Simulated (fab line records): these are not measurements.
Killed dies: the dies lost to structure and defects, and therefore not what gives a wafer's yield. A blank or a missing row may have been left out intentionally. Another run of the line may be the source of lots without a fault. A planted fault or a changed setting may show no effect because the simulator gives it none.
fab line records -- flow berkeley_cmos170
record lots=15, wafers=45, last_day=12
route steps=331 shown V1@267 V2@292
lots that met no fault: taken from a fault-free run of the same line
start_h: start of the lot's first displayed wafer, in hours after the record's first day -- wait_h: hours from the lot's prior step to this one -- " as in the row above -- L1.1+2: one row covering several wafers at once -- - no value, or no start was given -- * or withheld: withheld -- < > ~ a bound
route shown NAME@n: NAME is a module with steps in the file, n the number in the route of the first one -- usual: the fault-free wafers' mean and standard deviation -- same: alike in all rows -- chamber/n: place in a boat -- sites: per-site readings -- _std_site: the standard deviation of these -- _edge_site: outer sites' mean less inner sites' -- radius_mm: for every site, how far away it sits from the centre of the wafer -- mask NAME#n: copy n -- behind: the last tool/chamber to shape the wafer -- hold: cause of the lot's hold/its duration in hours/its outcome -- device: which transistor (n, p or np) failed to switch -- end of line: tests run on the same wafers once the route is complete -- where a step has no rows: the recipe by itself -- killed: at the first sort, the dies lost to defects and structure; wafer yield is something else -- map: shows each die of a wafer: x if killed, . if not, _ if none is there
set.NAME: the setting that was run; set.NAME@STEP: the one run at that earlier step -- model.NAME: the simulator's own value behind a step, which no gauge read
a sample of lots followed through the steps of the route, with each step as a table and each wafer as a row
services: when a tool's chamber went out of use (start_h, in hours from the record's first day, below 0 if earlier), for how many hours, and the reason
## steps
# step UCB170_V1_OVL_MEAS_13
# usual V1_OVL=-3/5.3
lot.wafer,tool,chamber,start_h,wait_h,V1_OVL[nm]
L371.3,overlay-01,-,154.06,0.1,-12
L371.4,overlay-01,-,154.06,0.1,-3
L371.5,overlay-01,-,154.06,0.1,-14
L372.1,overlay-02,-,154.32,0.1,4
L372.3,overlay-02,-,154.32,0.1,-5
L372.4,overlay-02,-,154.32,0.1,4
L373.1,overlay-01,-,154.87,0.1,-11
L373.3,overlay-01,-,154.87,0.1,-12
L373.6,overlay-01,-,154.87,0.1,2
L376.1,overlay-01,-,168.93,0.1,-10
L376.2,overlay-01,-,168.93,0.1,-5
L376.5,overlay-01,-,168.93,0.1,4
L378.1,overlay-01,-,182.83,0.1,-8
L378.3,overlay-01,-,182.83,0.1,-3
L378.4,overlay-01,-,182.83,0.1,5
L379.2,overlay-01,-,187.02,0.1,-15
L379.5,overlay-01,-,187.02,0.1,-12
L379.6,overlay-01,-,187.02,0.1,-14
L380.1,overlay-01,-,198.25,0.1,-4
L380.3,overlay-01,-,198.25,0.1,-6
L380.5,overlay-01,-,198.25,0.1,-2
L382.2,overlay-02,-,209.37,0.1,3
L382.3,overlay-02,-,209.37,0.1,-6
L382.6,overlay-02,-,209.37,0.1,2
L387.1,overlay-02,-,228.84,0.1,-9
L387.2,overlay-02,-,228.84,0.1,-1
L387.4,overlay-02,-,228.84,0.1,-5
L388.3,overlay-02,-,240.45,0.1,-1
L388.5,overlay-02,-,240.45,0.1,-2
L388.6,overlay-02,-,240.45,0.1,4
L390.1,overlay-01,-,250.85,0.1,3
L390.4,overlay-01,-,250.85,0.1,2
L390.5,overlay-01,-,250.85,0.1,-6
L389.2,overlay-02,-,250.85,0.1,1
L389.4,overlay-02,-,250.85,0.1,0
L389.6,overlay-02,-,250.85,0.1,0
L391.1,overlay-02,-,260.76,0.1,-7
L391.3,overlay-02,-,260.76,0.1,-4
L391.5,overlay-02,-,260.76,0.1,-8
L392.1,overlay-02,-,261.31,0.1,3
L392.2,overlay-02,-,261.31,0.1,5
L392.6,overlay-02,-,261.31,0.1,4
L393.2,overlay-02,-,273.26,0.1,5
L393.4,overlay-02,-,273.26,0.1,-3
L393.5,overlay-02,-,273.26,0.1,-4
# step UCB170_V2_CVD_00
# recipe material=SiO2, target_thk_nm=2000, temp_c=390, precursor=TEOS/O2, time_s=250, rf_w=550, pressure_mtorr=9000
# usual heater_power_w=253/61
# same time_s=250
lot.wafer,tool,chamber,start_h,wait_h,heater_power_w
L371.3,pecvd-02,1,157.46,0.1,244
L371.4,pecvd-02,2,157.46,0.1,238
L371.5,pecvd-02,0,157.46,0.1,326
L372.1,pecvd-01,1,158.14,0.1,245
L372.3,pecvd-01,2,158.14,0.1,249
L372.4,pecvd-01,0,158.14,0.1,304
L373.1,pecvd-02,0,158.38,0.1,305
L373.3,pecvd-02,1,158.38,0.1,291
L373.6,pecvd-02,0,158.38,0.1,228
L376.1,pecvd-04,0,172.02,0.1,429
L376.2,pecvd-04,1,172.02,0.1,221
L376.5,pecvd-04,0,172.02,0.1,323
L378.1,pecvd-02,2,185.97,0.1,241
L378.3,pecvd-02,0,185.97,0.1,233
L378.4,pecvd-02,1,185.97,0.1,222
L379.2,pecvd-04,0,190.08,0.1,350
L379.5,pecvd-04,2,190.08,0.1,267
L379.6,pecvd-04,0,190.08,0.1,417
L380.1,pecvd-04,2,201.60,0.1,251
L380.3,pecvd-04,0,201.60,0.1,408
L380.5,pecvd-04,1,201.60,0.1,170
L382.2,pecvd-02,2,212.43,0.1,214
L382.3,pecvd-02,0,212.43,0.1,280
L382.6,pecvd-02,2,212.43,0.1,167
L387.1,pecvd-02,1,232.47,0.1,246
L387.2,pecvd-02,0,232.47,0.1,271
L387.4,pecvd-02,2,232.47,0.1,167
L388.3,pecvd-01,1,243.39,0.1,254
L388.5,pecvd-01,1,243.39,0.1,172
L388.6,pecvd-01,0,243.39,0.1,224
L390.1,pecvd-01,0,254.22,0.1,314
L390.4,pecvd-01,0,254.22,0.1,226
L390.5,pecvd-01,1,254.22,0.1,250
L389.2,pecvd-02,2,254.34,0.1,185
L389.4,pecvd-02,0,254.34,0.1,317
L389.6,pecvd-02,2,254.34,0.1,237
L391.1,pecvd-04,2,266.21,0.1,183
L391.3,pecvd-04,1,266.21,0.1,187
L391.5,pecvd-04,1,266.21,0.1,243
L392.1,pecvd-02,0,266.45,0.1,298
L392.2,pecvd-02,2,266.45,0.1,192
L392.6,pecvd-02,0,266.45,0.1,232
L393.2,pecvd-02,2,276.60,0.1,189
L393.4,pecvd-02,2,276.60,0.1,243
L393.5,pecvd-02,0,276.60,0.1,321
# step UCB170_V2_THK_MEAS_04
# recipe reads=SiO2_of_V2_CVD_00
# usual V2_POLISHED_THK=1000.3/1.2
lot.wafer,tool,chamber,start_h,wait_h,V2_POLISHED_THK[nm]
L371.3,film_metro-04,-,158.11,0.1,1000.5
L371.4,film_metro-04,-,158.11,0.1,999.7
L371.5,film_metro-04,-,158.11,0.1,1001.8
L372.1,film_metro-01,-,158.77,0.1,998.1
L372.3,film_metro-01,-,158.77,0.1,1000.1
L372.4,film_metro-01,-,158.77,0.1,1000.2
L373.1,film_metro-01,-,159.07,0.1,1000.3
L373.3,film_metro-01,-,159.07,0.1,1000.0
L373.6,film_metro-01,-,159.07,0.1,998.7
L376.1,film_metro-01,-,172.93,0.1,1000.2
L376.2,film_metro-01,-,172.93,0.1,998.9
L376.5,film_metro-01,-,172.93,0.1,999.8
L378.1,film_metro-01,-,186.60,0.1,1002.7
L378.3,film_metro-01,-,186.60,0.1,1002.2
L378.4,film_metro-01,-,186.60,0.1,1001.0
L379.2,film_metro-01,-,190.73,0.1,1002.1
L379.5,film_metro-01,-,190.73,0.1,1001.5
L379.6,film_metro-01,-,190.73,0.1,1000.4
L380.1,film_metro-01,-,202.23,0.1,998.7
L380.3,film_metro-01,-,202.23,0.1,1000.7
L380.5,film_metro-01,-,202.23,0.1,999.4
L382.2,film_metro-01,-,213.08,0.1,999.5
L382.3,film_metro-01,-,213.08,0.1,998.6
L382.6,film_metro-01,-,213.08,0.1,997.3
L387.1,film_metro-04,-,233.16,0.1,1000.8
L387.2,film_metro-04,-,233.16,0.1,1000.0
L387.4,film_metro-04,-,233.16,0.1,999.1
L388.3,film_metro-04,-,244.05,0.1,1000.0
L388.5,film_metro-04,-,244.05,0.1,1000.3
L388.6,film_metro-04,-,244.05,0.1,1001.7
L390.1,film_metro-02,-,254.85,0.1,1000.5
L390.4,film_metro-02,-,254.85,0.1,1000.2
L390.5,film_metro-02,-,254.85,0.1,1000.0
L389.2,film_metro-01,-,254.98,0.1,1001.1
L389.4,film_metro-01,-,254.98,0.1,1001.6
L389.6,film_metro-01,-,254.98,0.1,1002.4
L391.1,film_metro-02,-,266.84,0.1,1000.1
L391.3,film_metro-02,-,266.84,0.1,998.4
L391.5,film_metro-02,-,266.84,0.1,999.8
L392.1,film_metro-02,-,267.12,0.1,1001.7
L392.2,film_metro-02,-,267.12,0.1,1000.7
L392.6,film_metro-02,-,267.12,0.1,1002.6
L393.2,film_metro-04,-,277.24,0.1,1001.5
L393.4,film_metro-04,-,277.24,0.1,1000.3
L393.5,film_metro-04,-,277.24,0.1,999.0
# step UCB170_V2_PEB_10
# recipe peb_temp_c=130, peb_time_s=withheld, resist=KrF
# usual chill_plate_temp_C=22.99/0.096, exhaust_pa=44.9/0.94
lot.wafer,tool,chamber,start_h,wait_h,chill_plate_temp_C,exhaust_pa
L371.3,litho_track-02,0,159.10,0.1,22.98,44.1
L371.4,litho_track-02,0,159.10,0.1,23.17,43.1
L371.5,litho_track-02,0,159.10,0.1,23.00,44.9
L372.1,litho_track-04,0,159.91,0.4,23.01,45.7
L372.3,litho_track-04,0,159.91,0.4,23.03,45.6
L372.4,litho_track-04,0,159.91,0.4,22.95,44.3
L373.1,litho_track-01,0,160.36,0.4,23.08,44.4
L373.3,litho_track-01,0,160.36,0.4,23.08,45.1
L373.6,litho_track-01,0,160.36,0.4,22.99,43.6
L376.1,litho_track-01,0,174.12,0.1,23.04,44.1
L376.2,litho_track-01,0,174.12,0.1,23.09,44.5
L376.5,litho_track-01,0,174.12,0.1,23.19,44.8
L378.1,litho_track-01,0,187.59,0.1,23.10,45.6
L378.3,litho_track-01,0,187.59,0.1,23.05,45.4
L378.4,litho_track-01,0,187.59,0.1,22.96,45.5
L379.2,litho_track-04,0,191.54,0.1,22.89,44.2
L379.5,litho_track-04,0,191.54,0.1,22.88,46.1
L379.6,litho_track-04,0,191.54,0.1,22.96,46.9
L380.1,litho_track-04,0,203.16,0.1,22.90,45.6
L380.3,litho_track-04,0,203.16,0.1,22.94,46.3
L380.5,litho_track-04,0,203.16,0.1,22.93,46.2
L382.2,litho_track-01,0,214.20,0.1,23.12,45.6
L382.3,litho_track-01,0,214.20,0.1,23.06,45.7
L382.6,litho_track-01,0,214.20,0.1,23.01,45.0
L387.1,litho_track-02,-,234.19,0.3,-,-
L387.2,litho_track-02,-,234.19,0.3,-,-
L387.4,litho_track-02,-,234.19,0.3,-,-
L388.3,litho_track-04,-,245.01,0.1,-,-
L388.5,litho_track-04,-,245.01,0.1,-,-
L388.6,litho_track-04,-,245.01,0.1,-,-
L390.1,litho_track-04,0,255.65,0.1,22.92,45.1
L390.4,litho_track-04,0,255.65,0.1,23.08,45.8
L390.5,litho_track-04,0,255.65,0.1,22.92,45.3
L389.2,litho_track-02,-,256.03,0.1,-,-
L389.4,litho_track-02,-,256.03,0.1,-,-
L389.6,litho_track-02,-,256.03,0.1,-,-
L391.1,litho_track-01,0,267.78,0.1,23.08,43.8
L391.3,litho_track-01,0,267.78,0.1,23.09,43.3
L391.5,litho_track-01,0,267.78,0.1,22.97,44.2
L392.1,litho_track-04,0,267.99,0.2,22.96,45.4
L392.2,litho_track-04,0,267.99,0.2,22.99,45.7
L392.6,litho_track-04,0,267.99,0.2,23.01,45.6
L393.2,litho_track-02,0,278.43,0.1,23.09,43.9
L393.4,litho_track-02,0,278.43,0.1,23.12,44.8
L393.5,litho_track-02,0,278.43,0.1,22.99,44.1
## services
tool,chamber,start_h,hours,kind
pecvd-01,-,135.50,14.0,pm
pecvd-01,0,135.50,14.0,vent_cycle
pecvd-01,1,135.50,14.0,vent_cycle
pecvd-01,2,135.50,14.0,vent_cycle
pecvd-04,-,136.90,0.9,repair
pecvd-01,0,149.50,-,clean
pecvd-01,1,149.50,-,clean
pecvd-01,2,149.50,-,clean
pecvd-01,-,225.31,4.3,pm
pecvd-02,-,230.81,0.7,repair
pecvd-04,-,242.50,14.0,pm
pecvd-04,0,242.50,14.0,vent_cycle
pecvd-04,1,242.50,14.0,vent_cycle
pecvd-04,2,242.50,14.0,vent_cycle
pecvd-01,-,244.35,2.7,repair
pecvd-04,-,245.13,0.6,repair
pecvd-02,2,250.67,2.6,repair
pecvd-04,0,256.50,-,clean
pecvd-04,1,256.50,-,clean
pecvd-04,2,256.50,-,clean
## key
first_sign step=UCB170_V2_PEB_10, reading=tool_record, direction=missing
effect none on later readings
met_at UCB170_V2_PEB_10
struck_lots L387,L388,L389
later_rows_left_out L387.1,L387.2,L387.4,L388.3,L388.5,L388.6,L389.2,L389.4,L389.6
sort_left_out L387.1,L387.2,L387.4,L388.3,L388.5,L388.6,L389.2,L389.4,L389.6
not_acting_at UCB170_V1_OVL_MEAS_13,UCB170_V2_CVD_00,UCB170_V2_THK_MEAS_04
onset_between 203.16 234.19
fault kind=skipped_step_whole, tool=litho_track-02,litho_track-04, chamber=-, onset_h=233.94, steps=UCB170_V2_PEB_10, scope=struck_lots_only
# sort_left_out: the simulated sort isn't trusted on such a fault, so these wafers' sort isn't shown, and their yield isn't known
# later_rows_left_out: the simulator's readings of these wafers behind a module that went badly wrong aren't trusted and aren't shown, but for the sort
